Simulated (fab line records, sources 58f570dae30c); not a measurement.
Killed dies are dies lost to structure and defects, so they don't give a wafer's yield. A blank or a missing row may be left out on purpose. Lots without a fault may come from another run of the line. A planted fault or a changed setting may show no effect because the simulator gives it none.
fab line records | flow berkeley_cmos170
record lots=6 wafers=18 last_day=11
route steps=331 shown M2@282 V2@292
lots that met no fault: from a run of the same line without faults
start_h: hours from the record's first day to the start of the lot's first wafer shown | wait_h: hours since the lot's step before | " the same as in the row above | L1.1+2: a row that stands for several wafers | - no value, or no start given | * or withheld: withheld | < > ~ a bound
route shown NAME@n: a module of which the file shows steps, and the number in the route of the first | usual: mean/standard deviation of fault-free wafers | same: alike in all rows | chamber/n: place in a boat | sites: the reading at each site | _std_site: their standard deviation | _edge_site: outer sites' mean less inner sites' | radius_mm: how far each site lies from the wafer's centre | mask NAME#n: copy n | behind: the tool/chamber that last shaped the wafer | hold: why the lot was held/for how many hours/how that ended | device: the transistor (n, p or np) that didn't switch | end of line: the same wafers' tests at the end of the route | a step without rows: its recipe alone | killed: dies lost to structure and defects at the first sort, not the wafer's yield | map: a wafer's dies, x killed, . not, _ none there
set.NAME: the setting as run; set.NAME@STEP: as run at that earlier step | model.NAME: the simulator's own value behind a step, which no gauge read
lots at some steps of the route; a table a step, a row a wafer
services: from which hour (start_h, from the record's first day; less than 0 if before it) a tool's chamber was out of use, for how many hours, and why
## steps
# step UCB170_M2_SOFTBAKE_11
# recipe resist=KrF temp_c=130 time_s=60
# step UCB170_M2_EXPOSE_12
# recipe mask_id=METAL2 target_cd_nm=700 na=0.5 sigma_outer=0.6 source_shape=conventional dose_mj=26
# step UCB170_M2_PEB_13
# recipe peb_temp_c=129.3 peb_time_s=withheld resist=KrF
# step UCB170_M2_DEVELOP_14
# recipe developer=TMAH develop_time_s=45 resist=KrF dev_temp_c=21
# step UCB170_M2_CD_MEAS_15
# recipe target_cd_nm=700
# usual cd_nm=700.2/1.3
# columns lot.wafer tool chamber start_h wait_h cd_nm
L965.2 cd_sem-02 - 173.39 - 700.7
L965.3 " - " " 700.1
L965.5 " - " " 701.4
L968.1 cd_sem-01 - 173.94 - 699.5
L968.3 " - " " 700.1
L968.4 " - " " 699.6
L973.2 cd_sem-01 - 205.31 - 703.7
L973.3 " - " " 701.6
L973.4 " - " " 701.5
L974.1 cd_sem-01 - 210.79 - 699.8
L974.2 " - " " 698.1
L974.5 " - " " 698.8
L983.1 cd_sem-01 - 259.02 - 697.8
L983.3 " - " " 699.2
L983.5 " - " " 699.3
L986.1 cd_sem-01 - 259.32 - 699.6
L986.4 " - " " 698.1
L986.6 " - " " 699.3
# step UCB170_M2_OVL_MEAS_16
# usual M2_OVL=3/5.3
# columns lot.wafer tool chamber start_h wait_h M2_OVL[nm]
L965.2 overlay-01 - 173.50 0.1 8
L965.3 " - " " 14
L965.5 " - " " 8
L968.1 overlay-02 - 174.06 0.1 3
L968.3 " - " " 3
L968.4 " - " " 1
L973.2 overlay-01 - 205.41 0.1 5
L973.3 " - " " 9
L973.4 " - " " 5
L974.1 overlay-01 - 210.91 0.1 9
L974.2 " - " " 5
L974.5 " - " " 3
L983.1 overlay-01 - 259.14 0.1 -1
L983.3 " - " " -8
L983.5 " - " " -3
L986.1 overlay-02 - 259.44 0.1 -11
L986.4 " - " " -8
L986.6 " - " " -4
# step UCB170_M2_ETCH_17
# recipe chemistry=N2/H2 target_depth_a=withheld overetch_a=withheld target=BARC time_s=withheld source_w=500 bias_w=100 pressure_mtorr=30 n2_flow_sccm=100 h2_flow_sccm=200
# usual drypump_motor_current_A=5.8/0.55 oes_product_au=1.000/0.012 throttle_valve_pct=13.38/0.19
# columns lot.wafer tool chamber start_h wait_h drypump_motor_current_A oes_product_au throttle_valve_pct
L965.2 rie_diel-02 2 173.53 0.0 5.2 1.013 13.12
L965.3 " 3 " " 6.2 0.987 13.70
L965.5 " 1 " " 4.7 1.018 13.48
L968.1 rie_diel-02 2 174.10 0.0 5.2 1.006 13.12
L968.3 " 1 " " 4.7 1.015 13.47
L968.4 " 0 " " 6.1 1.005 13.40
L973.2 rie_diel-02 3 205.44 0.0 6.2 0.988 13.70
L973.3 " 1 " " 4.7 1.009 13.45
L973.4 " 0 " " 6.1 1.004 13.40
L974.1 rie_diel-04 0 210.95 0.0 5.6 1.001 13.58
L974.2 " 1 " " 5.8 1.012 13.50
L974.5 " 2 " " 5.4 1.018 13.06
L983.1 rie_diel-03 3 259.17 0.0 6.7 0.984 13.21
L983.3 " 2 " " 6.6 1.025 13.45
L983.5 " 2 " " 6.6 1.022 13.44
L986.1 rie_diel-02 1 259.48 0.0 4.7 1.024 13.49
L986.4 " 0 " " 6.1 0.993 13.41
L986.6 " 2 " " 5.2 1.006 13.12
# step UCB170_M2_METAL_ETCH_18
# recipe chemistry=Cl2/BCl3 target=Al stop_on=SiO2 pressure_mtorr=12 target_depth_a=11700 over_etch_frac=0.3 time_s=195 icp_w=600 bias_w=120 Cl2_flow_sccm=90 bcl3_flow_sccm=45
# usual bcl3_flow_sccm=45.01/0.14 drypump_motor_current_A=5.53/0.29 oes_product_au=0.859/0.019 throttle_valve_pct=24.49/0.22
# columns lot.wafer tool chamber start_h wait_h bcl3_flow_sccm drypump_motor_current_A oes_product_au rf_hours_counter_h throttle_valve_pct
L965.2 rie_metal-03 0 173.57 - 45.00 5.92 0.835 4.9 24.43
L965.3 " 0 " " 44.96 5.90 0.842 - 24.44
L965.5 " 1 " " 44.90 5.67 0.862 - 24.70
L968.1 rie_metal-04 1 174.14 - 45.02 5.07 0.878 6.8 24.42
L968.3 " 1 " " 45.08 5.05 0.866 - 24.45
L968.4 " 0 " " 45.02 5.42 0.863 - 24.69
L973.2 rie_metal-02 0 205.49 - 45.17 5.36 0.833 7.4 24.65
L973.3 " 1 " " 45.23 5.86 0.871 - 24.05
L973.4 " 0 " " 45.04 5.36 0.841 - 24.66
L974.1 rie_metal-03 1 210.99 - 44.95 5.63 0.859 9.2 24.71
L974.2 " 0 " " 45.20 5.91 0.830 5.9 24.43
L974.5 " 1 " " 44.75 5.65 0.849 - 24.73
L983.1 rie_metal-03 0 259.21 - 44.81 5.89 0.832 7.4 24.42
L983.3 " 0 " " 44.89 5.92 0.830 - 24.42
L983.5 " 1 " " 44.93 5.63 0.851 - 24.71
L986.1 rie_metal-04 1 259.52 - 44.97 5.07 0.863 9.1 24.44
L986.4 " 1 " " 45.26 5.06 0.870 - 24.42
L986.6 " 1 " " 45.15 5.06 0.871 - 24.44
# step UCB170_M2_STRIP_19
# recipe chemistry=O2 power_w=400 pressure_mtorr=3500 platen_temp_c=withheld o2_flow_sccm=400 overash_fraction=0.5
# usual drypump_motor_current_A=5.7/0.52 o2_flow_sccm=399.9/1.3 oes_product_au=0.535/0.022
# columns lot.wafer tool chamber start_h wait_h drypump_motor_current_A o2_flow_sccm oes_product_au rf_hours_counter_h
L965.2 plasma_asher-04 0 173.75 0.1 5.7 399.1 0.566 45
L965.3 " 0 " " 5.7 399.3 0.574 -
L965.5 " 1 " " 5.4 398.2 0.541 -
L968.1 plasma_asher-04 0 174.33 0.1 5.7 398.9 0.508 45
L968.3 " 1 " " 5.4 400.4 0.500 -
L968.4 " 0 " " 5.7 400.1 0.519 -
L973.2 plasma_asher-03 0 205.67 0.1 6.2 398.5 0.527 53
L973.3 " 1 " " 5.8 400.4 0.561 -
L973.4 " 0 " " 6.2 398.5 0.541 -
L974.1 plasma_asher-01 0 211.18 0.1 5.0 400.6 0.540 41
L974.2 " 1 " " 6.3 400.4 0.570 41
L974.5 " 1 " " 6.3 400.9 0.527 -
L983.1 plasma_asher-01 0 259.40 0.1 4.9 402.5 0.569 47
L983.3 " 0 " " 4.9 400.4 0.571 -
L983.5 " 1 " " 6.3 398.7 0.531 -
L986.1 plasma_asher-01 1 259.77 0.2 6.3 401.0 0.522 47
L986.4 " 0 " " 5.0 399.6 0.520 -
L986.6 " 0 " " 5.0 400.7 0.521 -
# step UCB170_M2_CD_MEAS_90
# recipe target_cd_nm=700
# usual cd_nm=699.0/2.8
# columns lot.wafer tool chamber start_h wait_h cd_nm
L965.2 cd_sem-02 - 173.87 0.1 701.1
L965.3 " - " " 702.3
L965.5 " - " " 703.6
L968.1 cd_sem-01 - 174.43 0.1 698.2
L968.3 " - " " 697.6
L968.4 " - " " 693.8
L973.2 cd_sem-02 - 205.79 0.1 700.8
L973.3 " - " " 702.8
L973.4 " - " " 698.6
L974.1 cd_sem-02 - 211.28 0.1 697.3
L974.2 " - " " 700.3
L974.5 " - " " 696.0
L983.1 cd_sem-01 - 259.50 0.1 701.4
L983.3 " - " " 701.6
L983.5 " - " " 699.8
L986.1 cd_sem-01 - 259.90 0.1 695.8
L986.4 " - " " 693.9
L986.6 " - " " 697.2
# step UCB170_V2_CVD_00
# recipe material=SiO2 target_thk_nm=2000 temp_c=390 precursor=TEOS/O2 time_s=250 rf_w=550 pressure_mtorr=9000
# usual heater_power_w=265/51
# columns lot.wafer tool chamber start_h wait_h heater_power_w
L965.2 pecvd-04 2 173.97 0.1 270
L965.3 " 1 " " 280
L965.5 " 0 " " 220
L968.1 pecvd-01 0 174.55 0.1 160
L968.3 " 2 " " 264
L968.4 " 0 " " 226
L973.2 pecvd-03 0 205.89 0.1 303
L973.3 " 1 " " 216
L973.4 " 1 " " 278
L974.1 pecvd-01 2 211.40 0.1 297
L974.2 " 0 " " 231
L974.5 " 1 " " 267
L983.1 pecvd-04 2 259.62 0.1 309
L983.3 " 0 " " 240
L983.5 " 2 " " 227
L986.1 pecvd-01 1 260.02 0.1 346
L986.4 " 0 " " 163
L986.6 " 2 " " 216
# step UCB170_V2_THK_MEAS_01
# recipe reads=SiO2_of_V2_CVD_00
# usual V2_TEOS_THK=2004/26
# columns lot.wafer tool chamber start_h wait_h V2_TEOS_THK[nm]
L965.2 film_metro-02 - 174.14 0.1 1957
L965.3 " - " " 1953
L965.5 " - " " 1971
L968.1 film_metro-02 - 174.71 0.1 2008
L968.3 " - " " 2007
L968.4 " - " " 2034
L973.2 film_metro-02 - 206.06 0.1 2008
L973.3 " - " " 2000
L973.4 " - " " 2010
L974.1 film_metro-01 - 211.55 0.1 1967
L974.2 " - " " 1960
L974.5 " - " " 2020
L983.1 film_metro-01 - 259.78 0.1 1983
L983.3 " - " " 1973
L983.5 " - " " 2024
L986.1 film_metro-02 - 260.17 0.1 1989
L986.4 " - " " 2009
L986.6 " - " " 2018
# step UCB170_V2_CMP_02
# recipe material=SiO2 down_force_psi=6 platen_rpm=60 pad_velocity_m_s=0.75398
# usual motor_current_A=16.0/1.5
# columns lot.wafer tool chamber start_h wait_h motor_current_A model.SiO2_of_V2_CVD_00.thk_nm
L965.2 cmp-02 1 174.19 0.0 14.1 999.4
L965.3 " 2 " " 16.9 999.6
L965.5 " 2 " " 17.7 1000
L968.4 cmp-02 2 174.77 0.0 17.3 1002
L968.3 " 3 " " 16.4 1001
L968.1 " 0 " " 18.4 1001
L973.4 cmp-02 3 206.11 0.0 17.2 1355
L973.3 " 0 " " 18.0 1351
L973.2 " 1 " " 14.3 1354
L974.1 cmp-02 0 211.61 0.1 18.0 1340
L974.2 " 3 " " 16.5 1336
L974.5 " 0 " " 18.1 1358
L983.3 cmp-01 3 259.84 0.0 17.0 1000
L983.1 " 1 " " 15.1 999.7
L983.5 " 0 " " 14.7 1000
L986.1 cmp-01 2 260.28 0.1 14.8 1002
L986.4 " 0 " " 14.9 1001
L986.6 " 2 " " 14.6 1002
# step UCB170_V2_BOW_MEAS_03
# recipe mode=bow
# usual V2_BOW=37/7.8
# columns lot.wafer tool chamber start_h wait_h V2_BOW[um]
L965.2 film_metro-01 - 174.51 0.3 36
L965.3 " - " " 48
L965.5 " - " " 38
L968.1 film_metro-01 - 175.07 0.1 27
L968.3 " - " " 29
L968.4 " - " " 40
L973.2 film_metro-03 - 206.43 0.2 36
L973.3 " - " " 45
L973.4 " - " " 41
L974.1 film_metro-01 - 211.91 0.2 41
L974.2 " - " " 35
L974.5 " - " " 39
L983.1 film_metro-01 - 260.14 0.1 23
L983.3 " - " " 29
L983.5 " - " " 33
L986.1 film_metro-03 - 260.53 0.2 42
L986.4 " - " " 47
L986.6 " - " " 54
# step UCB170_V2_THK_MEAS_04
# recipe reads=SiO2_of_V2_CVD_00
# usual V2_POLISHED_THK=1000.6/1.2
# columns lot.wafer tool chamber start_h wait_h V2_POLISHED_THK[nm]
L965.2 film_metro-01 - 174.62 0.1 1000.1
L965.3 " - " " 1000.0
L965.5 " - " " 999.9
L968.1 film_metro-01 - 175.19 0.1 1000.2
L968.3 " - " " 999.8
L968.4 " - " " 1002.3
L973.2 film_metro-03 - 206.54 0.1 1354.4
L973.3 " - " " 1351.2
L973.4 " - " " 1353.5
L974.1 film_metro-01 - 212.03 0.1 1339.6
L974.2 " - " " 1336.5
L974.5 " - " " 1359.0
L983.1 film_metro-01 - 260.26 0.1 1000.2
L983.3 " - " " 999.0
L983.5 " - " " 1000.6
L986.1 film_metro-03 - 260.65 0.1 1002.2
L986.4 " - " " 1002.6
L986.6 " - " " 1001.7
# step UCB170_V2_CLEAN_05
# recipe chemistry=DIW
# step UCB170_V2_HMDS_06
# recipe prime_time_s=60 prime_temp_c=100
# step UCB170_V2_COAT_07
# recipe resist=KrF spin_rpm=1500 resist_thk_nm=900
# step UCB170_V2_SOFTBAKE_08
# recipe resist=KrF temp_c=130 time_s=60
# step UCB170_V2_EXPOSE_09
# recipe mask_id=VIA2 target_cd_nm=700 na=0.5 sigma_outer=0.6 source_shape=conventional dose_mj=37
# step UCB170_V2_PEB_10
# recipe peb_temp_c=131.1 peb_time_s=withheld resist=KrF
# step UCB170_V2_DEVELOP_11
# recipe developer=TMAH develop_time_s=45 resist=KrF dev_temp_c=21
# step UCB170_V2_CD_MEAS_12
# recipe target_cd_nm=700
# usual cd_nm=700.4/1.4
# columns lot.wafer tool chamber start_h wait_h cd_nm
L965.2 cd_sem-01 - 175.72 - 699.2
L965.3 " - " " 696.8
L965.5 " - " " 697.0
L968.1 cd_sem-02 - 176.40 - 700.8
L968.3 " - " " 700.2
L968.4 " - " " 700.4
L973.2 cd_sem-01 - 208.21 - 702.6
L973.3 " - " " 701.7
L973.4 " - " " 700.1
L974.1 cd_sem-02 - 213.13 - 698.3
L974.2 " - " " 698.9
L974.5 " - " " 697.9
L983.1 cd_sem-02 - 261.65 - 702.2
L983.3 " - " " 700.9
L983.5 " - " " 702.0
L986.1 cd_sem-01 - 261.96 - 698.4
L986.4 " - " " 698.7
L986.6 " - " " 699.3
# step UCB170_V2_OVL_MEAS_13
# usual V2_OVL=-1/5.7
# columns lot.wafer tool chamber start_h wait_h V2_OVL[nm]
L965.2 overlay-02 - 175.83 0.1 -1
L965.3 " - " " 0
L965.5 " - " " 3
L968.1 overlay-02 - 176.52 0.1 -1
L968.3 " - " " 0
L968.4 " - " " -1
L973.2 overlay-02 - 208.31 0.1 -1
L973.3 " - " " 6
L973.4 " - " " 4
L974.1 overlay-02 - 213.25 0.1 -1
L974.2 " - " " 3
L974.5 " - " " -1
L983.1 overlay-01 - 261.77 0.1 -4
L983.3 " - " " -2
L983.5 " - " " -3
L986.1 overlay-02 - 262.08 0.1 3
L986.4 " - " " 5
L986.6 " - " " 3
# step UCB170_V2_ETCH_14
# recipe chemistry=CHF3/CF4/Ar target=SiO2 stop_on=Al CHF3_flow_sccm=45 cf4_flow_sccm=15 Ar_flow_sccm=150 pressure_mtorr=200 rf_w=700 target_depth_a=12500 over_etch_frac=0.25 time_s=291
# usual drypump_motor_current_A=5.8/0.56 oes_product_au=0.876/0.011 throttle_valve_pct=6.98/0.12
# columns lot.wafer tool chamber start_h wait_h drypump_motor_current_A oes_product_au rf_hours_counter_h throttle_valve_pct model.etch.depth_nm model.V2.feature_depth_nm
L965.2 rie_diel-03 0 175.86 0.0 6.0 0.861 17 7.06 999.4 999.4
L965.3 " 1 " " 5.9 0.857 19 7.08 999.6 999.6
L965.5 " 0 " " 6.0 0.870 - 7.05 1000 1000
L968.1 rie_diel-01 2 176.56 0.0 5.1 0.880 114 7.06 1001 1001
L968.3 " 1 " " 5.0 0.885 10 7.04 1001 1001
L968.4 " 3 " " 5.5 0.887 114 6.84 1002 1002
L973.2 rie_diel-03 2 208.34 0.0 6.5 1.018 131 7.13 1256 1256
L973.3 " 0 " " 6.0 0.993 19 7.06 1248 1248
L973.4 " 3 " " 6.7 0.985 94 6.89 1228 1228
L974.1 rie_diel-01 2 213.29 0.0 5.0 1.008 116 7.05 1266 1266
L974.2 " 1 " " 5.0 0.992 11 7.05 1231 1231
L974.5 " 0 " " 5.9 0.970 - 6.84 1214 1214
L983.1 rie_diel-02 0 261.81 0.0 6.1 0.864 94 6.95 999.7 999.9
L983.3 " 1 " " 4.7 0.890 134 7.10 1000 1000
L983.5 " 0 " " 6.1 0.869 - 6.92 1000 1001
L986.1 rie_diel-02 3 262.11 0.0 6.2 0.876 114 7.18 1002 1002
L986.4 " 1 " " 4.7 0.892 134 7.11 1001 1001
L986.6 " 0 " " 6.1 0.868 - 6.94 1002 1002
# step UCB170_V2_STRIP_15
# recipe chemistry=O2 power_w=400 pressure_mtorr=3500 platen_temp_c=withheld o2_flow_sccm=400 overash_fraction=0.5
# usual drypump_motor_current_A=5.7/0.51 o2_flow_sccm=399.8/1.2 oes_product_au=0.721/0.0044 strip_time_to_endpoint_s=15.41/0.11
# columns lot.wafer tool chamber start_h wait_h drypump_motor_current_A o2_flow_sccm oes_product_au rf_hours_counter_h strip_time_to_endpoint_s
L965.2 plasma_asher-01 0 176.04 0.1 4.9 400.6 0.729 37 15.55
L965.3 " 0 " " 5.0 399.2 0.717 - 15.44
L965.5 " 1 " " 6.3 400.3 0.718 - 15.59
L968.1 plasma_asher-01 0 176.74 0.1 4.9 399.1 0.720 37 15.32
L968.3 " 1 " " 6.3 397.3 0.725 - 15.48
L968.4 " 0 " " 5.0 398.8 0.719 - 15.43
L973.2 plasma_asher-01 0 208.52 0.1 5.0 400.0 0.722 41 15.34
L973.3 " 0 " " 4.9 400.6 0.718 - 15.29
L973.4 " 1 " " 6.3 400.3 0.722 - 15.43
L974.1 plasma_asher-02 0 213.47 0.1 5.2 399.2 0.721 9 15.19
L974.2 " 1 " " 5.8 398.2 0.727 9 15.31
L974.5 " 0 " " 5.2 399.2 0.724 - 15.44
L983.1 plasma_asher-03 0 261.99 0.1 6.2 398.6 0.720 60 15.33
L983.3 " 0 " " 6.2 399.2 0.729 - 15.31
L983.5 " 1 " " 5.9 401.8 0.724 - 15.30
L986.1 plasma_asher-01 1 262.29 0.1 6.3 399.1 0.716 47 15.27
L986.4 " 0 " " 5.0 399.4 0.727 - 15.20
L986.6 " 0 " " 5.0 399.9 0.719 - 15.33
## services
# columns tool chamber start_h hours kind
rie_metal-03 - 187.49 0.3 repair
rie_diel-03 1 193.92 3.0 repair
cmp-01 - 198.42 1.2 repair
plasma_asher-02 - 205.12 2.1 repair
rie_diel-04 3 214.29 6.5 repair
pecvd-04 0 221.81 6.5 repair
rie_diel-02 - 223.26 1.9 repair
rie_diel-03 2 227.47 1.5 repair
rie_diel-02 1 231.91 2.4 repair
cmp-01 - 232.00 4.0 pm
cmp-01 - 236.00 - consumable_replace:conditioner
cmp-01 - 236.00 - consumable_replace:pad
rie_diel-03 - 237.47 0.9 repair
rie_metal-02 - 241.89 2.8 pm
rie_diel-03 - 245.10 4.0 pm
plasma_asher-03 - 247.57 6.7 repair
rie_diel-03 - 261.06 4.3 pm
## key
first_sign step=UCB170_V2_THK_MEAS_04 reading=V2_POLISHED_THK direction=up sigmas=99+ usual=1000.6 struck=1349.0
effect step=UCB170_V2_ETCH_14 reading=oes_product_au direction=up sigmas=10 usual=0.876 struck=0.994
model_effect step=UCB170_V2_CMP_02 value=SiO2_of_V2_CVD_00.thk_nm without=1001 struck=1349
model_effect step=UCB170_V2_ETCH_14 value=etch.depth_nm without=1001 struck=1241
met_at UCB170_V2_CMP_02
struck_wafers L973.2,L973.3,L973.4,L974.1,L974.2,L974.5
later_rows_left_out L973.2,L973.3,L973.4,L974.1,L974.2,L974.5
sort_left_out L973.2,L973.3,L973.4,L974.1,L974.2,L974.5
onset_between 174.77 206.11
fault kind=process_parameter_drift tool=cmp-02 chamber=- onset_h=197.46 steps=UCB170_V2_CMP_02 channel=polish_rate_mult offset=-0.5 shape=step end_h=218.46
# sort_left_out: the simulated sort isn't trusted on such a fault, so these wafers' sort isn't shown, and their yield isn't known
# later_rows_left_out: the simulator's readings of these wafers behind a module that went badly wrong aren't trusted and aren't shown, but for the sort
